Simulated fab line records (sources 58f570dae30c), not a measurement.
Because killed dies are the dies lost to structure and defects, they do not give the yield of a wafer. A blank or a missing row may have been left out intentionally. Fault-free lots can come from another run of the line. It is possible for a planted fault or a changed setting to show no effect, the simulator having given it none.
fab line records    flow berkeleyCmos170
[record] lots = 6  wafers = 18  lastDay = 11
route steps=331 shown START@1 ZERO@6
lots that met no fault: taken from a fault-free run of the same line
startH: hours from the record's opening day to when the first of the lot's shown wafers began    waitH: hours since the lot's step before    " the same as in the row above    L1.1+2: one row covering several wafers at once    - either no value or no given start    * or withheld: withheld    < > ~ a bound
route shown NAME@n: NAME is a module with steps in the file, n the number in the route of the first one    usual: mean and standard deviation over wafers with no fault    same: alike in all rows    chamber/n: place in a boat    sites: readings site by site    _std_site: the values' standard deviation    _edge_site: inner sites' mean taken away from outer sites' mean    radiusMm: for every site, how far away it sits from the centre of the wafer    mask NAME#n: copy n    behind: the tool/chamber that last shaped the wafer    hold: reason for holding the lot/hours on hold/outcome of the hold    device: whichever transistor did not switch (one of n, p or np)    end of line: at the end of the route, the tests of the same wafers    where a step has no rows: the recipe by itself    killed: not the wafer's yield, but the dies lost to structure and defects at the first sort    map: per-die view of a wafer (x killed, . not killed, _ where there is no die)
set.NAME: the setting as run; set.NAME@STEP: as run at that earlier step    model.NAME: the simulator's own value behind a step, which no gauge read
lots at selected steps of the route; one table per step, one row per wafer
services: when a tool's chamber went out of use (startH, in hours from the record's first day, below 0 if earlier), for how many hours, and the reason
[[steps]]
[step UCB170_START_BOW_MEAS_00]
[recipe] mode = bow
[usual] INCOMING_BOW = 0/6.4
lot.wafer  tool          chamber  startH  waitH  INCOMING_BOW[um]
L155.2     filmMetro-03  -        20.02   -      9
L155.4     "             -        "       "      -1
L155.5     "             -        "       "      -2
L156.2     filmMetro-03  -        25.02   -      -8
L156.5     "             -        "       "      10
L156.6     "             -        "       "      5
L163.2     filmMetro-01  -        60.02   -      -2
L163.4     "             -        "       "      12
L163.5     "             -        "       "      -3
L164.2     filmMetro-01  -        65.02   -      4
L164.3     "             -        "       "      2
L164.6     "             -        "       "      -4
L168.3     filmMetro-03  -        85.04   -      -2
L168.4     "             -        "       "      -9
L168.6     "             -        "       "      6
L174.3     filmMetro-03  -        115.04  -      -14
L174.5     "             -        "       "      11
L174.6     "             -        "       "      9
[step UCB170_START_CLEAN_01]
[recipe] chemistry = dHF  dilution = 25:1  timeS = 60
[step UCB170_START_OXIDATION_02]
[recipe] tempC = 950  ambient = O2  targetThkA = 200  oxTimeS = 1800
[step UCB170_START_THK_MEAS_03]
[recipe] reads = SiO2_of_START_OXIDATION_02
[usual] START_OXIDE_THK = 20.1/0.31
lot.wafer  tool          chamber  startH  waitH  START_OXIDE_THK[nm]
L155.2     filmMetro-03  -        23.20   0.0    20.2
L155.4     "             -        "       "      20.3
L155.5     "             -        "       "      20.4
L156.2     filmMetro-01  -        28.27   0.0    19.7
L156.5     "             -        "       "      19.5
L156.6     "             -        "       "      19.6
L163.2     filmMetro-02  -        65.52   0.0    19.7
L163.4     "             -        "       "      19.6
L163.5     "             -        "       "      19.6
L164.2     filmMetro-03  -        70.70   0.0    19.9
L164.3     "             -        "       "      20.2
L164.6     "             -        "       "      20.0
L168.3     filmMetro-02  -        91.83   0.0    20.5
L168.4     "             -        "       "      20.4
L168.6     "             -        "       "      20.5
L174.3     filmMetro-02  -        120.02  0.0    19.7
L174.5     "             -        "       "      19.6
L174.6     "             -        "       "      20.1
[step UCB170_START_ANNEAL_04]
[recipe] tempC = 950  timeS = 1200  ambient = N2
[step UCB170_ZERO_HMDS_00]
[recipe] primeTimeS = 60  primeTempC = 100
[step UCB170_ZERO_COAT_01]
[recipe] resist = KrF  spinRpm = 1500  resistThkNm = 900
[step UCB170_ZERO_SOFTBAKE_02]
[recipe] resist = KrF  tempC = 130  timeS = 60
[step UCB170_ZERO_EXPOSE_03]
[recipe] maskId = PM_MARKS  na = 0.5  sigmaOuter = 0.6  sourceShape = conventional  targetCdNm = 4000  doseMj = 30
[step UCB170_ZERO_PEB_04]
[recipe] pebTempC = 130  pebTimeS = withheld  resist = KrF
[step UCB170_ZERO_DEVELOP_05]
[recipe] developer = TMAH  developTimeS = 45  resist = KrF  devTempC = 21
[step UCB170_ZERO_ETCH_06]
[recipe] chemistry = CHF3/CF4/Ar  target = SiO2  timeS = 12  pressureMtorr = 100  rfW = 500  CHF3_flow_sccm = 50  cf4FlowSccm = 10  Ar_flow_sccm = 120  overEtchFrac = 1.58
[usual] CHF3_flow_sccm = 49.99/0.13  drypumpMotorCurrentA = 5.7/0.53  oesProductAu = 0.621/0.0081  rfFwdPowerW = 490.5/2.6  throttleValvePct = 9.21/0.12
lot.wafer  tool        chamber  startH  waitH  CHF3_flow_sccm  drypumpMotorCurrentA  oesProductAu  rfFwdPowerW  rfHoursCounterH  throttleValvePct
L155.2     rieDiel-04  0        26.47   -      49.93           5.4                   0.632         490.6        173              9.38
L155.4     "           1        "       "      49.91           5.4                   0.633         489.3        9                9.19
L155.5     "           2        "       "      50.04           5.7                   0.629         488.3        -                9.21
L156.2     rieDiel-04  2        32.63   -      49.92           5.7                   0.640         488.2        44               9.21
L156.5     "           2        "       "      49.99           5.7                   0.633         489.1        -                9.20
L156.6     "           3        "       "      49.90           4.8                   0.611         488.2        -                9.19
L163.2     rieDiel-03  3        72.95   -      49.81           5.6                   0.617         495.3        3                9.00
L163.4     "           0        "       "      49.95           5.8                   0.614         490.9        -                9.16
L163.5     "           2        "       "      49.87           6.2                   0.626         491.8        -                9.07
L164.2     rieDiel-03  3        78.77   -      49.83           5.6                   0.620         493.4        3                9.03
L164.3     "           2        "       "      50.07           6.2                   0.627         490.2        76               9.08
L164.6     "           0        "       "      50.07           5.8                   0.631         494.6        -                9.15
L168.3     rieDiel-02  1        98.04   -      49.93           4.8                   0.622         491.1        8                9.20
L168.4     "           0        "       "      50.17           6.2                   0.625         489.4        28               9.45
L168.6     "           3        "       "      49.88           6.4                   0.611         486.3        -                9.27
L174.3     rieDiel-02  2        127.18  -      49.91           6.3                   0.607         493.1        146              9.20
L174.5     "           1        "       "      49.97           4.7                   0.612         489.2        -                9.19
L174.6     "           0        "       "      50.05           6.2                   0.623         490.4        -                9.45
[step UCB170_ZERO_STRIP_07]
[recipe] chemistry = O2  powerW = 400  pressureMtorr = 3500  platenTempC = withheld  o2FlowSccm = 400  overashFraction = 0.5
[usual] chamberPressureMTorr = 3500/3.4  drypumpMotorCurrentA = 5.4/0.45  o2FlowSccm = 400.1/1.3  oesProductAu = 0.728/0.0045  overashFraction = 0.5/0  stripTimeToEndpointS = 21.50/0.07
lot.wafer  tool            chamber  startH  waitH  chamberPressureMTorr  drypumpMotorCurrentA  o2FlowSccm  oesProductAu  overashFraction  rfHoursCounterH  stripTimeToEndpointS  model.KrF_of_ZERO_COAT_01.thkNm
L155.2     plasmaAsher-03  1        26.50   0.0    3504                  5.4                   399.9       0.731         0.5              25               21.58                 0
L155.4     "               1        "       "      3501                  5.4                   401.5       0.722         0.5              -                21.55                 0
L155.5     "               1        "       "      3501                  5.4                   400.1       0.729         0.5              -                21.55                 0
L156.2     plasmaAsher-02  1        32.66   0.0    3496                  6.0                   401.0       0.726         0.5              33               21.33                 0
L156.5     "               0        "       "      3497                  4.8                   400.4       0.731         0.5              -                21.33                 0
L156.6     "               1        "       "      3495                  6.0                   401.3       0.725         0.5              -                21.39                 0
L163.2     plasmaAsher-02  1        72.98   0.0    -                     -                     -           -             -                -                -                     887.2
L163.4     "               1        "       "      -                     -                     -           -             -                -                -                     883.6
L163.5     "               1        "       "      -                     -                     -           -             -                -                -                     886.2
L164.2     plasmaAsher-01  1        78.79   0.0    -                     -                     -           -             -                -                -                     884.5
L164.3     "               0        "       "      -                     -                     -           -             -                -                -                     887
L164.6     "               1        "       "      -                     -                     -           -             -                -                -                     885
L168.3     plasmaAsher-01  1        98.10   0.0    3494                  5.8                   399.1       0.723         0.5              -                21.65                 0
L168.4     "               0        "       "      3500                  5.2                   400.9       0.729         0.5              -                21.63                 0
L168.6     "               1        "       "      3499                  5.8                   400.3       0.732         0.5              -                21.57                 0
L174.3     plasmaAsher-02  0        127.24  0.0    3500                  4.8                   399.8       0.730         0.5              -                21.37                 0
L174.5     "               1        "       "      3505                  6.0                   397.9       0.720         0.5              -                21.43                 0
L174.6     "               0        "       "      3496                  4.8                   399.5       0.726         0.5              -                21.39                 0
[[services]]
tool            chamber  startH  hours  kind
rieDiel-02      2        15.89   2.0    repair
rieDiel-03      1        51.38   30.0   repair
rieDiel-04      2        55.14   3.5    repair
rieDiel-04      0        58.59   -      clean
rieDiel-04      0        58.59   22.3   scheduledDown
rieDiel-04      0        58.59   22.3   ventCycle
plasmaAsher-01  -        64.52   4.3    pm
plasmaAsher-02  -        87.50   2.8    pm
plasmaAsher-01  -        107.68  4.5    repair
plasmaAsher-01  -        112.15  9.0    pm
plasmaAsher-01  0        112.15  9.0    ventCycle
plasmaAsher-01  1        112.15  9.0    ventCycle
plasmaAsher-01  0        121.15  -      clean
plasmaAsher-01  1        121.15  -      clean
[[key]]
[firstSign] step = UCB170_ZERO_STRIP_07  reading = toolRecord  direction = missing
effect none on later readings
[modelEffect] step = UCB170_ZERO_STRIP_07  value = KrF_of_ZERO_COAT_01.thkNm  without = 0  struck = 885.6
metAt UCB170_ZERO_STRIP_07
struckWafers L163.2,L163.4,L163.5,L164.2,L164.3,L164.6
laterRowsLeftOut L163.2,L163.4,L163.5,L164.2,L164.3,L164.6
sortLeftOut L163.2,L163.4,L163.5,L164.2,L164.3,L164.6
testerLeftOut L163,L164
onsetBetween 32.66 72.98
[fault] kind = skippedStepWhole  tool = plasmaAsher-01,plasmaAsher-02  chamber = -  onsetH = 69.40  steps = UCB170_ZERO_STRIP_07  scope = struckLotsOnly
// testerLeftOut: of these lots the tester's yield and bins aren't shown, on N5 and GAA mostly nor the transistor test; their killed dies are dies lost to structure and defects alone, not to doping, threshold or leakage, so they don't give the yield
// sortLeftOut: the simulated sort isn't trusted on such a fault, so these wafers' sort isn't shown, and their yield isn't known
// laterRowsLeftOut: the simulator's readings of these wafers behind a module that went badly wrong aren't trusted and aren't shown, but for the sort
